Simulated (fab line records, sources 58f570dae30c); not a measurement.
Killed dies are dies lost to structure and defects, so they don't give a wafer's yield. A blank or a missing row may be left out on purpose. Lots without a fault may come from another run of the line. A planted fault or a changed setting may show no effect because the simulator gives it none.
fab line records | flow berkeley_cmos170 | part 2 of 2: steps 32 to 45 of 45
record lots=5 wafers=15 last_day=11
route steps=331 shown ACTIVE@71 PFIELD@79 FIELD@89 SACOX@97 SCREENOX@100 NVT@104 PVT@115
lots that met no fault: from a run of the same line without faults
start_h: hours from the record's first day to the start of the lot's first wafer shown | wait_h: hours since the lot's step before | " the same as in the row above | L1.1+2: a row that stands for several wafers | - no value, or no start given | * or withheld: withheld | < > ~ a bound
route shown NAME@n: a module of which the file shows steps, and the number in the route of the first | usual: mean/standard deviation of fault-free wafers | same: alike in all rows | chamber/n: place in a boat | sites: the reading at each site | _std_site: their standard deviation | _edge_site: outer sites' mean less inner sites' | radius_mm: how far each site lies from the wafer's centre | mask NAME#n: copy n | behind: the tool/chamber that last shaped the wafer | hold: why the lot was held/for how many hours/how that ended | device: the transistor (n, p or np) that didn't switch | end of line: the same wafers' tests at the end of the route | a step without rows: its recipe alone | killed: dies lost to structure and defects at the first sort, not the wafer's yield | map: a wafer's dies, x killed, . not, _ none there
set.NAME: the setting as run; set.NAME@STEP: as run at that earlier step | model.NAME: the simulator's own value behind a step, which no gauge read
lots at some steps of the route; a table a step, a row a wafer
services: from which hour (start_h, from the record's first day; less than 0 if before it) a tool's chamber was out of use, for how many hours, and why
## steps
# step UCB170_SCREENOX_THK_MEAS_02
# recipe reads=SiO2_of_SCREENOX_OXIDATION_01
# usual SCREENOX_OXIDE_THK=14.35/0.25
# columns lot.wafer tool chamber start_h wait_h SCREENOX_OXIDE_THK[nm]
L077.3 film_metro-03 - 132.84 0.0 14.26
L077.5 " - " " 14.29
L077.6 " - " " 14.26
L078.4 film_metro-01 - 132.85 0.0 14.51
L078.5 " - " " 14.22
L078.6 " - " " 14.23
L081.2 film_metro-01 - 162.05 0.0 14.74
L081.3 " - " " 14.70
L081.5 " - " " 14.73
L082.3 film_metro-03 - 162.06 0.0 15.04
L082.5 " - " " 14.51
L082.6 " - " " 14.53
L090.1 film_metro-03 - 207.07 0.0 14.16
L090.2 " - " " 14.10
L090.3 " - " " 14.05
# step UCB170_SCREENOX_ANNEAL_03
# recipe temp_c=900 time_s=900 ambient=N2
# usual tube_center_temp_C=899.99/0.078
# columns lot.wafer tool chamber start_h wait_h tube_center_temp_C
L077.3 furnace-02 0 138.99 6.1 899.89
L077.5 " 0 " " 900
L077.6 " 0 " " 899.88
L078.4 furnace-02 0 138.99 6.1 900.11
L078.5 " 0 " " 899.89
L078.6 " 0 " " 900.1
L081.2 furnace-01 0 165.95 3.9 899.96
L081.3 " 0 " " 899.89
L081.5 " 0 " " 900.07
L082.3 furnace-01 0 165.95 3.9 900.05
L082.5 " 0 " " 899.93
L082.6 " 0 " " 900.03
L090.1 furnace-01 0 212.77 5.7 900.04
L090.2 " 0 " " 899.9
L090.3 " 0 " " 900.11
# step UCB170_NVT_HMDS_00
# recipe prime_time_s=60 prime_temp_c=100
# columns lot.wafer tool chamber start_h wait_h
L077.3+5+6 litho_track-04 0 140.29 0.1
L078.4+5+6 litho_track-03 0 140.67 0.4
L082.3+5+6 litho_track-01 0 167.25 0.1
L081.2+3+5 litho_track-03 0 167.44 0.2
L090.1+2+3 litho_track-04 0 214.02 0.0
# step UCB170_NVT_COAT_01
# recipe resist=KrF spin_rpm=1500 resist_thk_nm=900
# columns lot.wafer tool chamber start_h wait_h
L077.3+5+6 litho_track-04 0 140.44 0.1
L078.4+5+6 litho_track-03 0 140.82 0.1
L082.3+5+6 litho_track-01 0 167.40 0.1
L081.2+3+5 litho_track-03 0 167.59 0.1
L090.1+2+3 litho_track-04 0 214.17 0.1
# step UCB170_NVT_SOFTBAKE_02
# recipe resist=KrF temp_c=130 time_s=60
# columns lot.wafer tool chamber start_h wait_h
L077.3+5+6 litho_track-04 0 140.59 0.1
L078.4+5+6 litho_track-03 0 140.97 0.1
L082.3+5+6 litho_track-01 0 167.55 0.1
L081.2+3+5 litho_track-03 0 167.74 0.1
L090.1+2+3 litho_track-04 0 214.32 0.1
# step UCB170_NVT_EXPOSE_03
# recipe mask_id=PWELL target_cd_nm=3000 na=0.5 sigma_outer=0.6 source_shape=conventional dose_mj=30
# columns lot.wafer tool chamber start_h wait_h mask
L077.3+5+6 krf_scanner-01 0 140.73 0.1 PWELL#0
L078.4+5+6 krf_scanner-01 0 141.23 0.2 PWELL#0
L082.3+5+6 krf_scanner-01 0 167.81 0.2 PWELL#0
L081.2+3+5 krf_scanner-02 0 168.04 0.3 PWELL#0
L090.1+2+3 krf_scanner-01 0 214.59 0.2 PWELL#0
# step UCB170_NVT_PEB_04
# recipe peb_temp_c=130 peb_time_s=withheld resist=KrF
# columns lot.wafer tool chamber start_h wait_h
L077.3+5+6 litho_track-04 0 141.19 0.4
L078.4+5+6 litho_track-01 0 141.66 0.4
L082.3+5+6 litho_track-01 0 167.94 0.1
L081.2+3+5 litho_track-04 0 169.00 0.9
L090.1+2+3 litho_track-01 0 214.94 0.3
# step UCB170_NVT_DEVELOP_05
# recipe developer=TMAH develop_time_s=45 resist=KrF dev_temp_c=21
# columns lot.wafer tool chamber start_h wait_h
L077.3+5+6 litho_track-04 0 - -
L078.4+5+6 litho_track-01 0 - -
L082.3+5+6 litho_track-01 0 - -
L081.2+3+5 litho_track-04 0 - -
L090.1+2+3 litho_track-01 0 - -
# step UCB170_NVT_OVL_MEAS_06
# usual NVT_OVL=5/4.4
# columns lot.wafer tool chamber start_h wait_h NVT_OVL[nm]
L077.3 overlay-02 - 141.42 - 10
L077.5 " - " " 15
L077.6 " - " " 9
L078.4 overlay-01 - 141.88 - 10
L078.5 " - " " 9
L078.6 " - " " 6
L082.3 overlay-02 - 168.18 - 2
L082.5 " - " " -1
L082.6 " - " " 12
L081.2 overlay-01 - 169.25 - 9
L081.3 " - " " 10
L081.5 " - " " 8
L090.1 overlay-02 - 215.21 - 6
L090.2 " - " " 5
L090.3 " - " " 4
# step UCB170_NVT_IMPLANT_07
# recipe species=BF2 dose_cm2=3e+12 energy_kev=50 tilt_deg=7
# usual beam_on_s=10.03/0.21
# columns lot.wafer tool chamber start_h wait_h beam_on_s
L077.3 implanter-04 0 141.50 0.1 10.10
L077.5 " 0 " " 10.26
L077.6 " 0 " " 9.77
L078.4 implanter-04 0 141.97 0.1 10.10
L078.5 " 0 " " 10.04
L078.6 " 0 " " 10.41
L082.3 implanter-04 0 168.25 0.1 10.00
L082.5 " 0 " " 9.79
L082.6 " 0 " " 9.64
L081.2 implanter-03 0 169.31 0.0 9.96
L081.3 " 0 " " 9.73
L081.5 " 0 " " 10.14
L090.1 implanter-01 0 215.25 0.0 10.25
L090.2 " 0 " " 10.33
L090.3 " 0 " " 9.59
# step UCB170_NVT_STRIP_08
# recipe chemistry=O2 power_w=400 pressure_mtorr=3500 platen_temp_c=withheld o2_flow_sccm=400 overash_fraction=0.5
# usual drypump_motor_current_A=5.67/0.27 oes_product_au=0.735/0.0045 strip_time_to_endpoint_s=21.66/0.058
# columns lot.wafer tool chamber start_h wait_h drypump_motor_current_A oes_product_au rf_hours_counter_h strip_time_to_endpoint_s
L077.3 plasma_asher-03 1 141.63 0.1 5.56 0.734 - 21.65
L077.5 " 1 " " 5.54 0.740 - 21.66
L077.6 " 0 " " 5.61 0.740 - 21.69
L078.4 plasma_asher-01 0 142.08 0.1 6.04 0.728 - 21.57
L078.5 " 0 " " 6.04 0.739 - 21.55
L078.6 " 1 " " 5.30 0.736 - 21.61
L082.3 plasma_asher-03 1 168.39 0.1 5.56 0.730 - 21.68
L082.5 " 1 " " 5.58 0.734 - 21.65
L082.6 " 0 " " 5.61 0.740 - 21.65
L081.2 plasma_asher-01 0 169.43 0.1 6.02 0.742 44 21.58
L081.3 " 1 " " 5.30 0.740 - 21.60
L081.5 " 0 " " 6.02 0.734 - 21.59
L090.1 plasma_asher-04 0 215.40 0.1 5.62 0.740 47 21.73
L090.2 " 1 " " 6.06 0.729 47 21.75
L090.3 " 0 " " 5.64 0.730 - 21.72
# step UCB170_NVT_TW_MEAS_09
# usual NVT_TW=523.3/2.1
# columns lot.wafer tool chamber start_h wait_h NVT_TW
L077.3 film_metro-04 - 141.72 0.1 522.8
L077.5 " - " " 522.4
L077.6 " - " " 523.7
L078.4 film_metro-01 - 142.18 0.1 524.5
L078.5 " - " " 521.9
L078.6 " - " " 524.0
L082.3 film_metro-04 - 168.47 0.1 524.0
L082.5 " - " " 522.7
L082.6 " - " " 522.2
L081.2 film_metro-02 - 169.54 0.1 526.3
L081.3 " - " " 523.7
L081.5 " - " " 526.0
L090.1 film_metro-02 - 215.50 0.1 527.7
L090.2 " - " " 524.0
L090.3 " - " " 523.4
# step UCB170_NVT_CLEAN_10
# recipe chemistry=SPM temp_c=120 time_s=600
# columns lot.wafer tool chamber start_h wait_h
L077.3+5+6 wet_bench-01 0 141.76 0.0
L078.4+5+6 wet_bench-01 0 142.21 0.0
L082.3+5+6 wet_bench-01 1 168.51 0.0
L081.2+3+5 wet_bench-03 1 169.59 0.0
L090.1+2+3 wet_bench-01 2 215.56 0.1
# step UCB170_PVT_HMDS_00
# recipe prime_time_s=60 prime_temp_c=100
# columns lot.wafer tool chamber start_h wait_h
L077.3+5+6 litho_track-02 0 142.06 0.1
L078.4+5+6 litho_track-04 0 142.94 0.6
L082.3+5+6 litho_track-03 0 169.54 0.9
L081.2+3+5 litho_track-02 0 170.36 0.6
L090.1+2+3 litho_track-03 0 215.80 0.1
## services
# columns tool chamber start_h hours kind
plasma_asher-03 - 83.52 2.0 repair
furnace-02 - 100.37 3.2 pm
furnace-01 - 105.93 3.6 pm
plasma_asher-03 - 108.75 9.0 pm
rie_diel-03 0 110.20 25.5 repair
plasma_asher-04 - 110.90 0.6 repair
rie_diel-03 - 113.56 4.3 pm
furnace-01 - 123.08 5.5 pm
furnace-04 - 129.00 9.5 pm
krf_scanner-01 - 132.56 1.0 pm
implanter-01 - 133.06 4.4 repair
implanter-01 - 135.15 45.7 repair
krf_scanner-02 - 135.82 1.0 pm
plasma_asher-04 - 140.39 13.0 repair
implanter-01 - 143.83 2.6 repair
rie_diel-03 0 151.88 13.6 repair
wet_bench-01 - 158.97 4.4 pm
rie_diel-03 3 176.36 1.4 repair
implanter-04 - 178.01 2.5 pm
furnace-04 - 180.14 4.0 pm
krf_scanner-02 - 191.44 1.3 pm
krf_scanner-02 - 193.55 0.5 repair
rie_diel-03 3 204.51 9.3 repair
implanter-04 - 215.39 1.8 repair
